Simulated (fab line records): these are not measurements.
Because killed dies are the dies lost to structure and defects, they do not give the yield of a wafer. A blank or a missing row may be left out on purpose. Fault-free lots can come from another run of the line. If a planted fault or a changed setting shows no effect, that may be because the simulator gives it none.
Struck lot and sound lot, side by side || flow ritCmos || 14 steps out of a route of 202
Sound: the wafers L107.1, L107.2, L107.4. Struck: wafers L113.1, L113.2, L113.6. The cause is given at the end.
Per side, at each step with rows, come the tool, then ch with its chambers, and then its first start. Under that, the readings that differ: sound wafers || struck wafers || difference of the means || sigmas: that difference in standard deviations of wafers without a fault.
alike: readings with means less than 2 such deviations apart, plus words and numbers identical on both sides. not compared: withheld readings, readings lacking a value on some wafer, bounds such as >300 that could conceal the same value, and numbers that have no deviation in the record and whose values overlap.
A row with sigmas, a row that says differs or no value, or rows on one side alone: a step with any of these is where the two part. When numbers do not overlap yet have no deviation, they are printed without sigmas and do not part them. A reading that every wafer of one side lacks parts them only if that side has two wafers or more.

RIT_ACTIVE_BOW_MEAS_00:
  sound: filmMetro-01 at day 2 06:00; struck: filmMetro-02 at day 3 12:00
  alike: INCOMING_BOW
then, 1 step without rows for these wafers: RIT_ACTIVE_OXIDATION_01 (target thk 46.8 nm, ox time 3360 s).
RIT_ACTIVE_THK_MEAS_02:
  sound: filmMetro-02 at day 2 08:29; struck: filmMetro-04 at day 3 18:20
  alike: ACTIVE_OXIDE_THK
then, 1 step without rows for these wafers: RIT_ACTIVE_CVD_03 (deposits Si3N4 from SiH2Cl2/NH3, target thk 150 nm, time 1500 s).
RIT_ACTIVE_THK_MEAS_04:
  sound: filmMetro-02 at day 2 11:39; struck: filmMetro-01 at day 3 19:49
  alike: ACTIVE_NITRIDE_THK
then, 5 steps without rows for these wafers: RIT_ACTIVE_HMDS_05 (prime time 60 s); RIT_ACTIVE_COAT_06 (resist thk 1000 nm); RIT_ACTIVE_SOFTBAKE_07 (time 60 s); RIT_ACTIVE_EXPOSE_08 (exposes mask M1, target cd 1400 nm); RIT_ACTIVE_PEB_09.
RIT_ACTIVE_DEVELOP_10: develop time 50 s.
  sound on lithoTrack-03 ch 0, day 2 12:00; struck on lithoTrack-04 ch 0, day 3 20:00
{"reading": "developerTempC (C)", "sound": "23.05 22.90 23.07", "struck": "24.89 25.34 25.12", "difference": "+2.11", "sigmas": "+19"}
RIT_ACTIVE_CD_MEAS_11: target cd 1400 nm.
  sound: cdSem-02 at day 2 12:34; struck: cdSem-02 at day 3 20:51
{"reading": "cdNm (nm)", "sound": "1401.8 1400.5 1401.5", "struck": "1407.1 1407.7 1407.4", "difference": "+6.1", "sigmas": "+3"}
then, 1 step without rows for these wafers: RIT_ACTIVE_HARDBAKE_12 (time 60 s).
RIT_M1_PROBE_99:
  the record holds rows for the sound wafers here (prober-01, day 4 18:20) but none for the struck ones

WHERE THEY PART
At RIT_ACTIVE_DEVELOP_10 first; at RIT_M1_PROBE_99 last (within this record only).

WHY: whatever the simulator had introduced
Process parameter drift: lithoTrack-04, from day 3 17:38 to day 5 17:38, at RIT_ACTIVE_DEVELOP_10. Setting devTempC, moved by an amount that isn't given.
